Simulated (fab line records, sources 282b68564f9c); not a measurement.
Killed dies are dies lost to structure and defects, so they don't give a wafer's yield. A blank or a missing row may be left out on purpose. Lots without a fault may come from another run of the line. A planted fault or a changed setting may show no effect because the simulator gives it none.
Problem report in the 8D (eight disciplines) form, filled by code | flow rit_cmos | the parts of the form that need people (team, actions taken, sign-off) are left out

1. THE PROBLEM
PWELL_OVL at RIT_PWELL_OVL_MEAS_06 reads a mean of 361.0 nm on 9 wafers of 3 lots; wafers without a fault read 1.4 nm with a standard deviation of 1.3. That is +99 or more standard deviations from the usual mean.
First seen on wafer L714.1, day 5 07:31, on overlay-02. The record holds 45 wafers of 15 lots with a number at this step. Rule for "out", or "out of limits": more than 4 standard deviations from the usual mean. The other wafers with a number count as sound.

2. WHAT IT IS AND WHAT IT IS NOT
question                    | is                     | is not
which readings at this step | PWELL_OVL              | -
which lots                  | L714, L718, L719       | L699, L700, L701, L702, L703, L704, L705, L706, L707, L708, L709, L712
which wafers of those lots  | all that have a number | -
read on which gauges        | overlay-01, overlay-02 | -
when                        | from day 5 07:31       | up to then (36 sound wafers)

3. SUSPECTS, AND WHAT RULES EACH OUT
Counting: a tool at a process step up to the reading stays a suspect if it ran every lot that is out and no sound lot after the first of them.
- the gauge at RIT_PWELL_OVL_MEAS_06: ruled out. The wafers that are out were read on 2 gauges (overlay-01, overlay-02).
- iline_stepper-02 at RIT_PWELL_EXPOSE_03 (exposes mask M3, target cd 43700 nm): kept. It ran every lot that is out, first L714 (day 5 07:05), and no sound lot after that; its last sound lot up to then is L707 (day 3 18:49).
Left after counting: iline_stepper-02 at RIT_PWELL_EXPOSE_03.

4. THE CAUSE (what the simulator had put in)
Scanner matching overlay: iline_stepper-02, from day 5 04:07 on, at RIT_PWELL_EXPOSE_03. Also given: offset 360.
Counting left only this tool.

5. THE CHAIN OF EFFECTS, in route order
Each row: a reading whose mean over the struck wafers that have a number lies more than 3 standard deviations from the usual. Only readings for which the record gives a usual standard deviation are gone through. hours: the time from each lot's start at the first step in this table that gives one to its start at this step, as a median over the lots. sigmas: the change in usual standard deviations.
hours | step                  | reading   | usual  | on struck wafers | change | sigmas
0     | RIT_PWELL_OVL_MEAS_06 | PWELL_OVL | 1.4 nm | 361.0            | +359.6 | +99 or more
Later measuring or inspecting steps at which every struck wafer that the step has a row for has a number for every such reading, and none has moved that far: RIT_PLDD_OVL_MEAS_06.

6. WHAT WOULD HAVE CAUGHT IT SOONER
In this record the first reading out of limits at a measuring or inspecting step was taken at day 5 07:31, 3 hours after the fault began at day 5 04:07.
Of the lots that are out (3), L718, L719 began RIT_PWELL_EXPOSE_03 on iline_stepper-02 after day 5 07:31. A hold on the tool at that time would have spared those 2.
